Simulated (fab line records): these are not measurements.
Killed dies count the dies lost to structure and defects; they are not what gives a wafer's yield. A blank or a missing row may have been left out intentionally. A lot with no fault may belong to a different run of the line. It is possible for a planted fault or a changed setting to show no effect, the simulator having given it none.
A lot that was struck, set against a sound lot + flow ritCmos + 43 out of 202 route steps
Sound: the wafers L938.1, L938.3, L938.5. Struck: wafers L956.1, L956.6 (left out: L956.2, a lot-mate that was not struck); the cause follows at the end.
Order at every step that has rows: each side's tool, ch and its chambers, its first start. Under that, the readings that differ: sound wafers + struck wafers + difference of the means + sigmas: that difference in standard deviations of wafers without a fault.
alike: readings whose means differ by less than 2 such deviations, and words and numbers that are the same on both sides. not compared: withheld readings, readings that some wafer has no value for, bounds like >300 that may hide the same value, and numbers for which the record gives no deviation and whose values overlap.
The two part at a step that has a row with sigmas, a row that says differs or no value, or rows on one side only. Numbers that have no deviation but don't overlap get no sigmas and don't part them. Lack of a reading on every wafer of one side parts them only where that side has two or more wafers.

RIT_SDANNEAL_RTA_03: time 4.891 s.
  sound on rtpAnneal-01 ch 0, day 3 19:11; struck on rtpAnneal-02 ch 0, day 7 19:43
  alike: wafer_temp_C_max
RIT_SDANNEAL_RS_MEAS_04: uses a four-point probe to measure.
  sound: filmMetro-04 at day 3 19:14; struck: filmMetro-03 at day 7 19:46
  alike: PSD_RS
RIT_SDANNEAL_RS_MEAS_05: uses a four-point probe to measure.
  sound: filmMetro-04 at day 3 19:22; struck: filmMetro-03 at day 7 19:53
  alike: NSD_RS
RIT_SDANNEAL_RS_MEAS_06: uses a four-point probe to measure.
  sound: filmMetro-04 at day 3 19:29; struck: filmMetro-03 at day 7 20:01
  alike: PLDD_RS
RIT_SDANNEAL_RS_MEAS_07: uses a four-point probe to measure.
  sound: filmMetro-04 at day 3 19:36; struck: filmMetro-03 at day 7 20:08
| reading          | sound             | struck      | difference | sigmas |
|------------------|-------------------|-------------|------------|--------|
| NLDD_RS (ohm/sq) | 154.1 154.1 153.6 | 152.2 152.9 | -1.4       | -3     |
then, 1 step without rows for these wafers: RIT_SILICIDE_WET_ETCH_00 (etches SiO2 in BOE, target depth 14 nm, time 15 s).
RIT_SILICIDE_SPUTTER_01: material Ti, target thk 30 nm, time 240 s.
  sound: pvdSputter-02 at day 3 19:45; struck: pvdSputter-03 at day 7 20:16
  alike: cathodeDcPowerW, throttleValvePct
RIT_SILICIDE_RS_MEAS_02: uses a four-point probe to measure.
  sound: filmMetro-03 at day 3 19:54; struck: filmMetro-04 at day 7 20:25
  alike: SILICIDE_TI_RS
RIT_SILICIDE_THK_MEAS_03: measures by xrf.
  sound: filmMetro-03 at day 3 20:01; struck: filmMetro-04 at day 7 20:32
  alike: SILICIDE_TI_THK
then, 2 steps without rows for these wafers: RIT_SILICIDE_RTA_04 (time 10 s, ramp up 5 s, ramp down 5 s); RIT_SILICIDE_WET_ETCH_05 (etches Ti in SPM, time 120 s).
RIT_SILICIDE_RTA_06: time 10 s, ramp up 5 s, ramp down 10 s.
  sound on rtpAnneal-01 ch 0, day 3 20:14; struck on rtpAnneal-02 ch 0, day 7 20:42
  alike: wafer_temp_C_max
RIT_CONTACT_CVD_00: deposits SiO2 from TEOS, target thk 400 nm, time 61 s.
  sound on pecvd-04 ch 0,1, day 3 20:18; struck on pecvd-04 ch 1, day 7 20:46
| reading                                 | sound             | struck      | difference | sigmas |
|-----------------------------------------|-------------------|-------------|------------|--------|
| model.SiO2_of_CONTACT_CVD_00.thkNm (nm) | 397.4 402.6 403.9 | 309.5 315.5 | -88.8      |        |
  alike: heaterPowerW
RIT_CONTACT_THK_MEAS_01:
  sound: filmMetro-04 at day 3 20:21; struck: filmMetro-01 at day 7 20:49
| reading               | sound       | struck  | difference | sigmas |
|-----------------------|-------------|---------|------------|--------|
| CONTACT_TEOS_THK (nm) | 397 403 404 | 310 316 | -88        | -16    |
then, 6 steps without rows for these wafers: RIT_CONTACT_HMDS_02 (prime time 60 s); RIT_CONTACT_COAT_03 (resist thk 1000 nm); RIT_CONTACT_SOFTBAKE_04 (time 60 s); RIT_CONTACT_EXPOSE_05 (exposes mask M11, target cd 1000 nm); RIT_CONTACT_PEB_06; RIT_CONTACT_DEVELOP_07 (develop time 120 s).
RIT_CONTACT_CD_MEAS_08 targets a cd of 1000 nm.
  sound: cdSem-01 at day 3 21:30; struck: cdSem-01 at day 7 21:51
  alike: cdNm
RIT_CONTACT_OVL_MEAS_09:
  sound: overlay-01 at day 3 21:37; struck: overlay-01 at day 7 21:58
  alike: CONTACT_OVL
then, 1 step without rows for these wafers: RIT_CONTACT_HARDBAKE_10 (time 60 s).
RIT_CONTACT_ETCH_11: etches SiO2 in CHF3/CF4/Ar, stops on TiSi2, target depth 480 nm, time 320 s.
  sound on rieDiel-03 ch 1,2, day 3 21:48; struck on rieDiel-01 ch 2,3, day 7 22:09
| reading                           | sound             | struck      | difference | sigmas |
|-----------------------------------|-------------------|-------------|------------|--------|
| model.CONTACT.featureDepthNm (nm) | 397.4 402.6 403.9 | 309.5 315.5 | -88.8      |        |
| model.etch.depthNm (nm)           | 397.4 402.6 403.9 | 309.5 315.5 | -88.8      |        |
  alike: drypumpMotorCurrentA, oesProductAu, throttleValvePct
  not compared: rfHoursCounterH
RIT_CONTACT_STRIP_12: strips in O2, time 180 s.
  sound on plasmaAsher-01 ch 0,1, day 3 22:00; struck on plasmaAsher-03 ch 0, day 7 22:21
  alike: drypumpMotorCurrentA
  not compared: rfHoursCounterH
RIT_CONTACT_CD_MEAS_90 targets a cd of 1000 nm.
  sound: cdSem-01 at day 3 22:10; struck: cdSem-02 at day 7 22:31
  alike: cdNm
then, 2 steps without rows for these wafers: RIT_CONTACT_CLEAN_13 (cleans in SC1, time 600 s); RIT_CONTACT_CLEAN_14 (cleans in SC2, time 600 s).
RIT_M1_SPUTTER_00: material Al, target thk 400 nm, time 500 s.
  sound: pvdSputter-01 at day 3 22:40; struck: pvdSputter-01 at day 7 23:01
  alike: cathodeDcPowerW, throttleValvePct
RIT_M1_RS_MEAS_01: uses a four-point probe to measure.
  sound: filmMetro-03 at day 3 22:57; struck: filmMetro-01 at day 7 23:18
  alike: M1_AL_RS
RIT_M1_THK_MEAS_02: measures by xrf.
  sound: filmMetro-03 at day 3 23:04; struck: filmMetro-01 at day 7 23:25
  alike: M1_AL_THK
then, 6 steps without rows for these wafers: RIT_M1_HMDS_03 (prime time 60 s); RIT_M1_COAT_04 (resist thk 1300 nm); RIT_M1_SOFTBAKE_05 (time 60 s); RIT_M1_EXPOSE_06 (exposes mask M12, target cd 2600 nm); RIT_M1_PEB_07; RIT_M1_DEVELOP_08 (develop time 68 s).
RIT_M1_CD_MEAS_09 targets a cd of 2600 nm.
  sound: cdSem-01 at day 4 00:08; struck: cdSem-01 at day 8 00:22
  alike: cdNm
RIT_M1_OVL_MEAS_10:
  sound: overlay-01 at day 4 00:16; struck: overlay-02 at day 8 00:29
  alike: M1_OVL
then, 1 step without rows for these wafers: RIT_M1_HARDBAKE_11 (time 120 s).
RIT_M1_METAL_ETCH_12: etches Al in Cl2/BCl3, stops on SiO2, time 165 s, target depth 600 nm.
  sound on rieMetal-01 ch 1, day 4 00:32; struck on rieMetal-04 ch 0,1, day 8 00:46
| reading                                 | sound             | struck      | difference | sigmas |
|-----------------------------------------|-------------------|-------------|------------|--------|
| oesProductAu (a.u.)                     | 0.790 0.792 0.783 | 0.761 0.754 | -0.031     | -2     |
| model.SiO2_of_CONTACT_CVD_00.thkNm (nm) | 360.6 365.8 367.3 | 271.8 278.3 | -89.5      |        |
  alike: drypumpMotorCurrentA, throttleValvePct
  not compared: rfHoursCounterH
then, 1 step without rows for these wafers: RIT_M1_STRIP_13 (strips in nmp, time 600 s).
RIT_M1_PROBE_99:
  sound: prober-02 at day 4 02:58; struck: prober-02 at day 8 03:26
| reading                                 | sound                       | struck            | difference | sigmas |
|-----------------------------------------|-----------------------------|-------------------|------------|--------|
| model.etest.fieldPMetal.vtV (V)         | -29.19 -29.04 -29.05        | -23.45 -23.97     | +5.38      |        |
| model.etest.nmos_0p15.junctionLog10AUm  | -13.61 -13.51 -13.72        | -12.96 -12.92     | +0.67      |        |
| model.etest.nmosNarrow.offLog10AUm      | -13.32 -13.2 -13.32         | -12.86 -12.81     | +0.44      |        |
| model.etest.nmos_0p3.offLog10AUm        | -13.14 -13.15 -13.2         | -12.75 -12.79     | +0.39      |        |
| model.etest.gateEndArray.leakLog10AUm   | -12.98 -13.02 -13.08        | -12.5 -12.57      | +0.5       |        |
| model.etest.pmos_0p15.junctionLog10AUm  | -13.83 -13.73 -13.6         | -13.53 -13.55     | +0.18      |        |
| model.etest.antennaContact.vtShiftV (V) | -0.008336 -0.00474 -0.01529 | -0.02113 -0.01966 | -0.01094   |        |
  alike: killed_at_M0_to_M3, killedAtContacts, killedAtFrontEnd, killedDies, killedOpen, killedShort

WHERE THEY PART
First at RIT_SDANNEAL_RS_MEAS_07; last, within this record, at RIT_M1_METAL_ETCH_12. Later steps at which nothing parts them and some readings are alike: RIT_M1_PROBE_99.

WHY: whatever the simulator had introduced
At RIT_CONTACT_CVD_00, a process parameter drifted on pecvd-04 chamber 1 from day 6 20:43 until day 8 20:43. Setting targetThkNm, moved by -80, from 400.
